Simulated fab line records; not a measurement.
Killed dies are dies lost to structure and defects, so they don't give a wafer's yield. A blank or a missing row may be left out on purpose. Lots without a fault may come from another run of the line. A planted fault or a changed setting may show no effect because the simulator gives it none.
fab line records	flow rit_cmos
[record] lots = 6	wafers = 18	last_day = 7
route steps=202 shown SPACER@127 NSD@131 PSD@142 SDANNEAL@153 PLDD@159 M1@202
lots that met no fault: taken from a fault-free run of the same line
start_h: the number of hours between the record's first day and the start of the first shown wafer of the lot	wait_h: hours since the lot's step before	" repeats the value in the row above	L1.1+2: several wafers, shown together as one row	- value missing, or start not given	* or withheld: withheld	< > ~ a bound
route shown NAME@n: names a module that has steps shown in the file, with the first one's number in the route	usual: mean/standard deviation of fault-free wafers	same: alike in all rows	chamber/n: place in a boat	sites: each site's reading	_std_site: the values' standard deviation	_edge_site: mean of outer sites minus mean of inner sites	radius_mm: for every site, how far away it sits from the centre of the wafer	mask NAME#n: copy n	behind: the tool/chamber that last shaped the wafer	hold: cause of the lot's hold/its duration in hours/its outcome	device: names the non-switching transistor (n, p or np)	end of line: at the end of the route, the tests of the same wafers	where a step has no rows: the recipe by itself	killed: at the first sort, the dies lost to defects and structure; wafer yield is something else	map: dies across one wafer; x = killed, . = not, _ = none there
set.NAME: the setting the step ran with; set.NAME@STEP: the setting that earlier step ran with	model.NAME: the simulator's own value behind a step, which no gauge read
certain route steps with their lots: each step a table, each wafer a row
services: the hour from which a tool's chamber was out of use, counted from the record's first day as start_h (under 0 if before that day), plus the number of hours and why
[[steps]]
[step RIT_SPACER_CLEAN_02]
[recipe] chemistry = SC2	mix = 3:3:50	time_s = 600	temp_c = 75	dry = n2_spin
[step RIT_SPACER_CVD_03]
[recipe] material = Si3N4	target_thk_nm = 250	temp_c = 810	precursor = SiH2Cl2/NH3	time_s = 3300	pressure_mtorr = 300	sih2cl2_flow_sccm = 60	nh3_flow_sccm = 150
[step RIT_SPACER_THK_MEAS_04]
[recipe] reads = Si3N4_of_SPACER_CVD_03
[usual] SPACER_NITRIDE_THK = 250.1/2.6
lot.wafer	tool	chamber	start_h	wait_h	SPACER_NITRIDE_THK[nm]
L895.4	film_metro-04	-	68.09	0.0	255.1
L895.5	"	-	"	"	253.3
L895.6	"	-	"	"	254.0
L903.3	film_metro-04	-	115.07	0.0	247.8
L903.4	"	-	"	"	244.8
L903.5	"	-	"	"	248.7
L911.1	film_metro-02	-	145.89	0.0	248.9
L911.2	"	-	"	"	250.8
L911.4	"	-	"	"	249.2
L912.2	film_metro-03	-	150.27	0.0	249.8
L912.4	"	-	"	"	248.9
L912.6	"	-	"	"	251.0
L913.1	film_metro-03	-	157.54	0.0	254.5
L913.3	"	-	"	"	253.1
L913.5	"	-	"	"	253.5
L914.1	film_metro-03	-	164.58	0.0	249.3
L914.3	"	-	"	"	247.9
L914.6	"	-	"	"	248.0
[step RIT_SPACER_ETCHBACK_05]
[recipe] target_depth_a = 2500	SF6_flow_sccm = 30	CHF3_flow_sccm = 30	target = Si3N4	chemistry = SF6/CHF3	pressure_mtorr = 40	rf_w = 250	time_s = 240	stop_on = SiO2
[usual] drypump_motor_current_A = 5.5/0.51	oes_product_au = 0.842/0.016	throttle_valve_pct = 10.26/0.12
lot.wafer	tool	chamber	start_h	wait_h	drypump_motor_current_A	oes_product_au	rf_hours_counter_h	throttle_valve_pct
L895.4	rie_diel-01	1	68.12	0.0	6.1	0.829	137	10.09
L895.5	"	2	"	"	5.4	0.852	-	10.30
L895.6	"	3	"	"	4.6	0.842	-	10.42
L903.3	rie_diel-01	3	115.11	0.0	4.7	0.828	115	10.41
L903.4	"	1	"	"	6.1	0.808	138	10.09
L903.5	"	1	"	"	6.1	0.813	-	10.09
L911.1	rie_diel-02	1	145.95	0.1	6.2	0.852	0	10.05
L911.2	"	2	"	"	5.2	0.848	120	10.26
L911.4	"	3	"	"	5.0	0.868	6	10.26
L912.2	rie_diel-01	3	150.32	0.0	4.7	0.834	115	10.41
L912.4	"	2	"	"	5.4	0.843	10	10.29
L912.6	"	3	"	"	4.6	0.841	-	10.42
L913.1	rie_diel-01	3	157.60	0.1	4.7	0.853	116	10.41
L913.3	"	1	"	"	6.1	0.819	139	10.07
L913.5	"	0	"	"	5.9	0.849	-	10.23
L914.1	rie_diel-02	1	164.64	0.1	6.2	0.850	1	10.06
L914.3	"	0	"	"	5.1	0.859	79	10.44
L914.6	"	0	"	"	5.1	0.854	-	10.43
[step RIT_NSD_HMDS_00]
[recipe] prime_time_s = 60	prime_temp_c = 140
[step RIT_NSD_COAT_01]
[recipe] resist = NOVOLAK	spin_rpm = 3250	resist_thk_nm = 1000
[step RIT_NSD_SOFTBAKE_02]
[recipe] resist = NOVOLAK	temp_c = 90	time_s = 60
[step RIT_NSD_EXPOSE_03]
[recipe] mask_id = M9	na = 0.57	target_cd_nm = 40700	dose_mj = 250
[step RIT_NSD_PEB_04]
[recipe] resist = NOVOLAK	temp_c = withheld	time_s = withheld
[step RIT_NSD_DEVELOP_05]
[recipe] resist = NOVOLAK	develop_time_s = 50	dev_temp_c = 23
[step RIT_NSD_OVL_MEAS_06]
[usual] NSD_OVL = -0.3/1.5
lot.wafer	tool	chamber	start_h	wait_h	NSD_OVL[nm]
L895.4	overlay-01	-	69.26	-	-1.0
L895.5	"	-	"	"	-1.6
L895.6	"	-	"	"	0.8
L903.3	overlay-02	-	116.28	-	-1.6
L903.4	"	-	"	"	-3.0
L903.5	"	-	"	"	-0.4
L911.1	overlay-02	-	147.06	-	1.7
L911.2	"	-	"	"	1.2
L911.4	"	-	"	"	-0.5
L912.2	overlay-02	-	151.45	-	-1.2
L912.4	"	-	"	"	-2.0
L912.6	"	-	"	"	-2.7
L913.1	overlay-02	-	158.78	-	0.0
L913.3	"	-	"	"	0.4
L913.5	"	-	"	"	-0.8
L914.1	overlay-02	-	165.67	-	-0.9
L914.3	"	-	"	"	1.0
L914.6	"	-	"	"	-0.4
[step RIT_NSD_HARDBAKE_07]
[recipe] resist = NOVOLAK	temp_c = 140	time_s = 60
[step RIT_NSD_IMPLANT_08]
[recipe] species = P	energy_kev = 25	dose_cm2 = 1e+15	tilt_deg = 7
[usual] dose_ions_cm2 = 9.998e+14/1.2e+12	faraday_current_uA = 3132/60
lot.wafer	tool	chamber	start_h	wait_h	dose_ions_cm2	faraday_current_uA
L895.4	implanter-02	0	69.51	0.1	1.0008e+15	3225
L895.5	"	0	"	"	1.002e+15	3285
L895.6	"	0	"	"	1.0014e+15	3064
L903.3	implanter-02	0	116.66	0.1	9.98e+14	3090
L903.4	"	0	"	"	1.0009e+15	2985
L903.5	"	0	"	"	9.998e+14	3222
L911.1	implanter-02	0	147.25	0.1	7.006e+14	2199
L911.2	"	0	"	"	6.994e+14	2190
L911.4	"	0	"	"	7.002e+14	2137
L912.2	implanter-03	0	151.65	0.1	1.0002e+15	3196
L912.4	"	0	"	"	1.0022e+15	3147
L912.6	"	0	"	"	1.0014e+15	3193
L913.1	implanter-02	0	158.96	0.1	7.01e+14	2215
L913.3	"	0	"	"	7.007e+14	2143
L913.5	"	0	"	"	6.978e+14	2205
L914.1	implanter-01	0	165.86	0.1	9.982e+14	3156
L914.3	"	0	"	"	9.975e+14	3055
L914.6	"	0	"	"	9.988e+14	3201
[step RIT_NSD_STRIP_09]
[recipe] chemistry = O2	time_s = 180	resist = NOVOLAK	platen_temp_c = withheld	power_w = 500	pressure_mtorr = 4000	o2_flow_sccm = 4000
[usual] drypump_motor_current_A = 5.42/0.23
lot.wafer	tool	chamber	start_h	wait_h	drypump_motor_current_A	rf_hours_counter_h
L895.4	plasma_asher-04	1	69.64	0.1	5.18	-
L895.5	"	0	"	"	5.95	-
L895.6	"	1	"	"	5.18	-
L903.3	plasma_asher-02	1	116.90	0.2	5.36	-
L903.4	"	0	"	"	5.37	-
L903.5	"	0	"	"	5.40	-
L911.1	plasma_asher-04	1	147.40	0.1	5.21	50
L911.2	"	0	"	"	5.94	50
L911.4	"	1	"	"	5.23	-
L912.2	plasma_asher-02	1	151.78	0.1	5.43	37
L912.4	"	1	"	"	5.46	-
L912.6	"	1	"	"	5.41	-
L913.1	plasma_asher-02	0	159.11	0.1	5.36	38
L913.3	"	1	"	"	5.37	-
L913.5	"	0	"	"	5.34	-
L914.1	plasma_asher-01	1	166.01	0.1	5.25	5
L914.3	"	1	"	"	5.25	-
L914.6	"	1	"	"	5.28	-
[step RIT_NSD_TW_MEAS_10]
[usual] NSD_TW = 3101/46
lot.wafer	tool	chamber	start_h	wait_h	NSD_TW
L895.4	film_metro-04	-	69.79	0.1	3141
L895.5	"	-	"	"	3145
L895.6	"	-	"	"	3139
L903.3	film_metro-04	-	117.04	0.1	3158
L903.4	"	-	"	"	3149
L903.5	"	-	"	"	3155
L911.1	film_metro-01	-	147.57	0.1	2798
L911.2	"	-	"	"	2788
L911.4	"	-	"	"	2801
L912.2	film_metro-01	-	151.96	0.1	3032
L912.4	"	-	"	"	3040
L912.6	"	-	"	"	3036
L913.1	film_metro-02	-	159.29	0.1	2871
L913.3	"	-	"	"	2870
L913.5	"	-	"	"	2863
L914.1	film_metro-04	-	166.18	0.1	3164
L914.3	"	-	"	"	3161
L914.6	"	-	"	"	3154
[step RIT_PSD_HMDS_00]
[recipe] prime_time_s = 60	prime_temp_c = 140
[step RIT_PSD_COAT_01]
[recipe] resist = NOVOLAK	spin_rpm = 3250	resist_thk_nm = 1000
[step RIT_PSD_SOFTBAKE_02]
[recipe] resist = NOVOLAK	temp_c = 90	time_s = 60
[step RIT_PSD_EXPOSE_03]
[recipe] mask_id = M10	na = 0.57	target_cd_nm = 40900	dose_mj = 250
[step RIT_PSD_PEB_04]
[recipe] resist = NOVOLAK	temp_c = withheld	time_s = withheld
[step RIT_PSD_DEVELOP_05]
[recipe] resist = NOVOLAK	develop_time_s = 50	dev_temp_c = 23
[step RIT_PSD_OVL_MEAS_06]
[usual] PSD_OVL = -0.6/1.6
lot.wafer	tool	chamber	start_h	wait_h	PSD_OVL[nm]
L895.4	overlay-01	-	70.81	-	-2.3
L895.5	"	-	"	"	-0.6
L895.6	"	-	"	"	-0.5
L903.3	overlay-02	-	118.07	-	-0.1
L903.4	"	-	"	"	-1.2
L903.5	"	-	"	"	-1.2
L911.1	overlay-02	-	148.48	-	-1.5
L911.2	"	-	"	"	-0.8
L911.4	"	-	"	"	-2.4
L912.2	overlay-02	-	153.00	-	0.2
L912.4	"	-	"	"	-2.0
L912.6	"	-	"	"	0.3
L913.1	overlay-02	-	160.42	-	0.9
L913.3	"	-	"	"	0.7
L913.5	"	-	"	"	-0.8
L914.1	overlay-01	-	167.10	-	0.6
L914.3	"	-	"	"	-0.6
L914.6	"	-	"	"	-0.6
[step RIT_PSD_HARDBAKE_07]
[recipe] resist = NOVOLAK	temp_c = 140	time_s = 60
[step RIT_PSD_IMPLANT_08]
[recipe] species = BF2	energy_kev = 27	dose_cm2 = 5e+15	tilt_deg = 7
[step RIT_PSD_STRIP_09]
[recipe] chemistry = O2	time_s = 180	resist = NOVOLAK	platen_temp_c = withheld	power_w = 500	pressure_mtorr = 4000	o2_flow_sccm = 4000
[usual] drypump_motor_current_A = 5.5/0.36
lot.wafer	tool	chamber	start_h	wait_h	drypump_motor_current_A	rf_hours_counter_h
L895.4	plasma_asher-04	0	71.19	0.1	5.9	-
L895.5	"	1	"	"	5.2	-
L895.6	"	0	"	"	6.0	-
L903.3	plasma_asher-03	0	118.45	0.1	5.9	-
L903.4	"	1	"	"	5.0	-
L903.5	"	1	"	"	5.0	-
L911.1	plasma_asher-04	0	148.82	0.1	5.9	51
L911.2	"	1	"	"	5.2	51
L911.4	"	1	"	"	5.2	-
L912.2	plasma_asher-03	1	153.33	0.1	5.0	52
L912.4	"	1	"	"	5.0	-
L912.6	"	1	"	"	5.0	-
L913.1	plasma_asher-04	0	160.75	0.1	5.9	52
L913.3	"	0	"	"	5.9	-
L913.5	"	0	"	"	5.9	-
L914.1	plasma_asher-01	1	167.58	0.1	5.3	6
L914.3	"	1	"	"	5.3	-
L914.6	"	0	"	"	5.3	-
[step RIT_PSD_TW_MEAS_10]
[usual] PSD_TW = 3406/50
lot.wafer	tool	chamber	start_h	wait_h	PSD_TW
L895.4	film_metro-04	-	71.33	0.1	3450
L895.5	"	-	"	"	3459
L895.6	"	-	"	"	3448
L903.3	film_metro-01	-	118.58	0.1	3338
L903.4	"	-	"	"	3356
L903.5	"	-	"	"	3346
L911.1	film_metro-04	-	148.99	0.1	3472
L911.2	"	-	"	"	3487
L911.4	"	-	"	"	3468
L912.2	film_metro-02	-	153.51	0.1	3403
L912.4	"	-	"	"	3402
L912.6	"	-	"	"	3411
L913.1	film_metro-04	-	160.93	0.1	3465
L913.3	"	-	"	"	3481
L913.5	"	-	"	"	3455
L914.1	film_metro-02	-	167.75	0.1	3411
L914.3	"	-	"	"	3412
L914.6	"	-	"	"	3406
[step RIT_SDANNEAL_CLEAN_00]
[recipe] chemistry = SC1	mix = 3:3:50	time_s = 600	temp_c = 75
[step RIT_SDANNEAL_CLEAN_01]
[recipe] chemistry = dHF	dilution = 50:1	time_s = 30
[step RIT_SDANNEAL_CLEAN_02]
[recipe] chemistry = SC2	mix = 3:3:50	time_s = 600	temp_c = 75	dry = n2_spin
[step RIT_SDANNEAL_RTA_03]
[recipe] temp_c = 1050	time_s = 5	idle_temp_c = 600	ramp_up_c_per_s = 342	ramp_down_c_per_s = 171	cool_to_c = 600	ambient = N2
[usual] wafer_temp_C_max = 1053.3/1.1
lot.wafer	tool	chamber	start_h	wait_h	wafer_temp_C_max
L895.4	rtp_anneal-01	0	71.79	0.0	1052.4
L895.5	"	0	"	"	1053.2
L895.6	"	0	"	"	1054.3
L903.3	rtp_anneal-02	0	119.01	0.0	1051.6
L903.4	"	0	"	"	1055.5
L903.5	"	0	"	"	1054.6
L911.1	rtp_anneal-02	0	149.42	0.0	1053.8
L911.2	"	0	"	"	1054.4
L911.4	"	0	"	"	1053.0
L912.2	rtp_anneal-01	0	153.94	0.0	1052.6
L912.4	"	0	"	"	1052.6
L912.6	"	0	"	"	1052.4
L913.1	rtp_anneal-02	0	161.36	0.0	1051.9
L913.3	"	0	"	"	1052.5
L913.5	"	0	"	"	1054.6
L914.1	rtp_anneal-01	0	168.18	0.0	1052.6
L914.3	"	0	"	"	1052.4
L914.6	"	0	"	"	1052.6
[step RIT_SDANNEAL_RS_MEAS_04]
[recipe] thk_meas_gauge = four-point-probe
[usual] PSD_RS = 115.7/0.31
lot.wafer	tool	chamber	start_h	wait_h	PSD_RS[ohm/sq]
L895.4	film_metro-04	-	71.88	0.1	115.9
L895.5	"	-	"	"	115.5
L895.6	"	-	"	"	115.5
L903.3	film_metro-04	-	119.09	0.1	115.5
L903.4	"	-	"	"	115.2
L903.5	"	-	"	"	115.6
L911.1	film_metro-02	-	149.48	0.0	115.8
L911.2	"	-	"	"	115.9
L911.4	"	-	"	"	115.7
L912.2	film_metro-04	-	154.01	0.1	115.5
L912.4	"	-	"	"	115.6
L912.6	"	-	"	"	115.6
L913.1	film_metro-01	-	161.42	0.0	116.2
L913.3	"	-	"	"	115.9
L913.5	"	-	"	"	115.9
L914.1	film_metro-01	-	168.24	0.0	116.1
L914.3	"	-	"	"	115.9
L914.6	"	-	"	"	116.1
[step RIT_SDANNEAL_RS_MEAS_05]
[recipe] thk_meas_gauge = four-point-probe
[usual] NSD_RS = 84.5/0.32
lot.wafer	tool	chamber	start_h	wait_h	NSD_RS[ohm/sq]
L895.4	film_metro-04	-	72.00	0.1	84.1
L895.5	"	-	"	"	84.5
L895.6	"	-	"	"	84.5
L903.3	film_metro-04	-	119.21	0.1	84.0
L903.4	"	-	"	"	84.3
L903.5	"	-	"	"	84.3
L911.1	film_metro-02	-	149.60	0.1	113.1
L911.2	"	-	"	"	112.6
L911.4	"	-	"	"	112.6
L912.2	film_metro-04	-	154.13	0.1	84.4
L912.4	"	-	"	"	85.0
L912.6	"	-	"	"	84.9
L913.1	film_metro-01	-	161.54	0.1	113.0
L913.3	"	-	"	"	113.5
L913.5	"	-	"	"	113.0
L914.1	film_metro-01	-	168.36	0.1	84.1
L914.3	"	-	"	"	84.4
L914.6	"	-	"	"	84.2
[step RIT_SDANNEAL_RS_MEAS_06]
[recipe] thk_meas_gauge = four-point-probe
[usual] PLDD_RS = 178.4/0.54
lot.wafer	tool	chamber	start_h	wait_h	PLDD_RS[ohm/sq]
L895.4	film_metro-04	-	72.12	0.1	177.9
L895.5	"	-	"	"	177.3
L895.6	"	-	"	"	178.3
L903.3	film_metro-04	-	119.33	0.1	178.0
L903.4	"	-	"	"	177.2
L903.5	"	-	"	"	177.8
L911.1	film_metro-02	-	149.72	0.1	179.1
L911.2	"	-	"	"	178.8
L911.4	"	-	"	"	179.1
L912.2	film_metro-04	-	154.25	0.1	179.1
L912.4	"	-	"	"	178.9
L912.6	"	-	"	"	179.1
L913.1	film_metro-01	-	161.66	0.1	178.5
L913.3	"	-	"	"	178.8
L913.5	"	-	"	"	178.7
L914.1	film_metro-01	-	168.48	0.1	178.4
L914.3	"	-	"	"	178.2
L914.6	"	-	"	"	178.1
[step RIT_M1_PROBE_99]
[usual] killed_at_contacts = 0.1/0.31	killed_at_front_end = 6.8/2.7	killed_dies = 6.9/2.7	killed_on_rim = 1.8/1.4	killed_open = 3.3/1.8	killed_short = 3.5/1.8
[same] gross_dies = 264	killed_at_M0_to_M3 = 0	killed_at_M4_up = 0	killed_at_back_side = 0	killed_at_other = 0
lot.wafer	tool	chamber	start_h	wait_h	killed_at_contacts	killed_at_front_end	killed_dies	killed_on_rim	killed_open	killed_short	model.etest.nmos_0p3.r_on_ohm_um	model.etest.nmos_0p15.r_on_ohm_um	model.etest.nmos_0p15.drive_ua_um	model.etest.contact_nplus.end_ohm_um	model.etest.nmos_narrow.drive_ua_um	model.etest.nmos_0p3.drive_ua_um	model.etest.nmos_0p15.tox_inv_nm	model.etest.nmos_0p15.junction_log10_a_um
L895.4	prober-01	-	80.76	0.2	0	8	8	2	4	4	2158	1148	449.7	40.57	230.4	225.5	4.536	-13.7
L895.5	prober-01	-	80.81	0.2	1	11	12	4	7	5	2145	1142	459.5	40.27	230.9	228	4.481	-13.59
L895.6	prober-01	-	80.86	0.2	0	11	11	4	5	6	2132	1129	471.3	41.06	233	227.8	4.484	-13.58
L903.3	prober-02	-	127.08	0.2	0	8	8	3	5	3	2155	1170	460.6	41.73	235.1	231.6	4.36	-13.57
L903.4	prober-02	-	127.13	0.2	0	5	5	2	4	1	2125	1145	458.6	41.24	234.2	230.7	4.435	-13.52
L903.5	prober-02	-	127.18	0.2	0	4	4	2	2	2	2138	1150	458.2	41.72	233.1	228.9	4.399	-13.65
L911.1	prober-02	-	156.84	0.1	0	11	11	2	5	6	2259	1175	451.5	70.84	210.7	214.3	4.768	-13.19
L911.2	prober-02	-	156.89	0.1	0	13	13	2	8	5	2328	1264	437.8	71.88	208.1	213.5	4.682	-13.15
L911.4	prober-02	-	156.99	0.2	0	3	3	1	2	1	2329	1224	446.4	70.13	205.7	209.3	4.829	-13.15
L912.2	prober-01	-	161.42	0.1	0	2	2	1	2	0	2153	1128	473.1	42.3	226.6	228.8	4.431	-13.59
L912.4	prober-01	-	161.52	0.2	0	6	6	2	2	4	2132	1133	484	42.02	229.7	234.8	4.367	-13.56
L912.6	prober-01	-	161.62	0.2	0	10	10	1	6	4	2190	1150	461.7	42.05	223.5	223.3	4.481	-13.61
L913.1	prober-02	-	168.65	0.1	0	6	6	1	1	4	2290	1182	457.3	68.69	211.3	210.8	4.76	-13.25
L913.3	prober-02	-	168.75	0.2	0	7	7	4	5	2	2291	1207	454.7	72.64	212.9	210.5	4.769	-12.97
L913.5	prober-02	-	168.85	0.2	0	8	8	2	4	4	2313	1163	459.3	68.08	204.8	204.9	4.832	-13.24
L914.1	prober-01	-	176.04	0.1	0	10	10	2	5	5	2144	1090	478	40.86	224.1	227.3	4.428	-13.64
L914.3	prober-01	-	176.14	0.2	0	3	3	0	2	1	2163	1154	478.2	42.01	228	229.7	4.357	-13.48
L914.6	prober-01	-	176.29	0.2	0	9	9	2	2	7	2185	1167	466.4	40.44	220.6	223.6	4.421	-13.37
// killed by level:class
L895.4 GATE:geometric_particle:open=3 SPACER:geometric_particle:short=2 FOX2:geometric_particle:short=1 REOX:geometric_particle:short=1 SPACER:geometric_particle:open=1
L895.5 SPACER:geometric_particle:open=3 REOX:geometric_particle:open=2 SPACER:geometric_particle:short=2 GATE:geometric_particle:open=1 GATE:geometric_particle:short=1 REOX:geometric_particle:short=1 SILICIDE:geometric_particle:short=1 CONTACT:geometric_particle:open=1
L895.6 GATE:geometric_particle:open=2 GATE:geometric_particle:short=2 SILICIDE:geometric_particle:short=2 FOX1:geometric_particle:open=1 FOX1:geometric_particle:short=1 FOX2:geometric_particle:short=1 REOX:geometric_particle:open=1 SILICIDE:geometric_particle:open=1
L903.3 GATE:geometric_particle:open=3 GATE:geometric_particle:short=2 REOX:geometric_particle:open=1 SPACER:geometric_particle:open=1 SPACER:geometric_particle:short=1
L903.4 GATE:geometric_particle:open=2 FOX2:geometric_particle:open=1 SPACER:geometric_particle:open=1 SILICIDE:geometric_particle:short=1
L903.5 GATE:geometric_particle:open=2 REOX:geometric_particle:short=1 SILICIDE:geometric_particle:short=1
L911.1 GATE:geometric_particle:short=4 GATE:geometric_particle:open=3 FOX2:geometric_particle:open=1 REOX:geometric_particle:open=1 REOX:geometric_particle:short=1 SPACER:geometric_particle:short=1
L911.2 GATE:geometric_particle:short=4 GATE:geometric_particle:open=3 SILICIDE:geometric_particle:open=3 REOX:geometric_particle:open=1 SPACER:geometric_particle:open=1 SPACER:geometric_particle:short=1
L911.4 FOX1:geometric_particle:open=1 GATE:geometric_particle:short=1 SILICIDE:geometric_particle:open=1
L912.2 FOX1:geometric_particle:open=1 REOX:geometric_particle:open=1
L912.4 FOX1:geometric_particle:open=1 FOX1:geometric_particle:short=1 FOX2:geometric_particle:short=1 GATE:geometric_particle:open=1 REOX:geometric_particle:short=1 SILICIDE:geometric_particle:short=1
L912.6 FOX1:geometric_particle:open=2 FOX1:geometric_particle:short=2 SPACER:geometric_particle:open=2 GATE:geometric_particle:open=1 REOX:geometric_particle:short=1 SPACER:geometric_particle:short=1 SILICIDE:geometric_particle:open=1
L913.1 SILICIDE:geometric_particle:short=2 FOX1:geometric_particle:short=1 GATE:geometric_particle:open=1 GATE:geometric_particle:short=1 NWELL:coat_microbubble_printed=1
L913.3 GATE:geometric_particle:open=2 FOX1:geometric_particle:open=1 GATE:geometric_particle:short=1 SPACER:geometric_particle:open=1 SILICIDE:geometric_particle:short=1 SILICIDE:geometric_particle:open=1
L913.5 FOX2:geometric_particle:open=2 GATE:geometric_particle:short=2 FOX1:geometric_particle:short=1 GATE:geometric_particle:open=1 REOX:geometric_particle:short=1 SPACER:geometric_particle:open=1
L914.1 FOX1:geometric_particle:short=2 FOX2:geometric_particle:short=2 FOX2:geometric_particle:open=2 GATE:geometric_particle:short=1 GATE:geometric_particle:open=1 REOX:geometric_particle:open=1 SILICIDE:geometric_particle:open=1
L914.3 FOX1:geometric_particle:short=1 REOX:geometric_particle:open=1 SILICIDE:geometric_particle:open=1
L914.6 FOX2:geometric_particle:short=3 GATE:geometric_particle:short=2 GATE:geometric_particle:open=2 FOX1:geometric_particle:short=1 REOX:geometric_particle:short=1
[[services]]
tool	chamber	start_h	hours	kind
rie_diel-01	3	73.26	4.4	repair
rtp_anneal-01	-	75.47	67.6	pm
rie_diel-02	1	93.04	-	clean
rie_diel-02	1	93.04	23.1	scheduled_down
rie_diel-02	1	93.04	23.1	vent_cycle
rie_diel-02	3	94.80	23.1	repair
rie_diel-02	-	106.12	14.6	pm
plasma_asher-01	-	108.75	9.0	pm
plasma_asher-01	0	108.75	9.0	vent_cycle
plasma_asher-01	1	108.75	9.0	vent_cycle
plasma_asher-04	-	116.28	1.5	repair
implanter-03	-	116.40	1.4	repair
plasma_asher-01	0	117.75	-	clean
plasma_asher-01	1	117.75	-	clean
implanter-02	-	119.19	3.6	repair
implanter-03	-	137.17	4.1	pm
rie_diel-02	2	156.47	4.8	repair
plasma_asher-04	-	166.07	2.9	repair
[[key]]
[first_sign] step = RIT_NSD_IMPLANT_08	reading = dose_ions_cm2	direction = down	sigmas = 99+	usual = 9.998e+14	struck = 7e+14
[effect] step = RIT_NSD_IMPLANT_08	reading = faraday_current_uA	direction = down	sigmas = 16	usual = 3132	struck = 2181
[effect] step = RIT_NSD_TW_MEAS_10	reading = NSD_TW	direction = down	sigmas = 5.9	usual = 3101	struck = 2832
[effect] step = RIT_SDANNEAL_RS_MEAS_05	reading = NSD_RS	direction = up	sigmas = 90	usual = 84.5	struck = 113.0
[model_effect] step = RIT_M1_PROBE_99	value = etest.nmos_0p3.r_on_ohm_um	without = 2132	struck = 2302
met_at RIT_NSD_IMPLANT_08
struck_wafers L911.1,L911.2,L911.4,L913.1,L913.3,L913.5
tester_left_out L911,L913
onset_between 116.66 147.25
[fault] kind = process_parameter_drift	tool = implanter-02	chamber = -	onset_h = 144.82	steps = RIT_NSD_IMPLANT_08	channel = dose_cm2	offset = -3e+14	shape = step	end_h = 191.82	acts_in = these_recipes_only	stated = 1e+15
// tester_left_out: of these lots the tester's yield and bins aren't shown, on N5 and GAA mostly nor the transistor test; their killed dies are dies lost to structure and defects alone, not to doping, threshold or leakage, so they don't give the yield
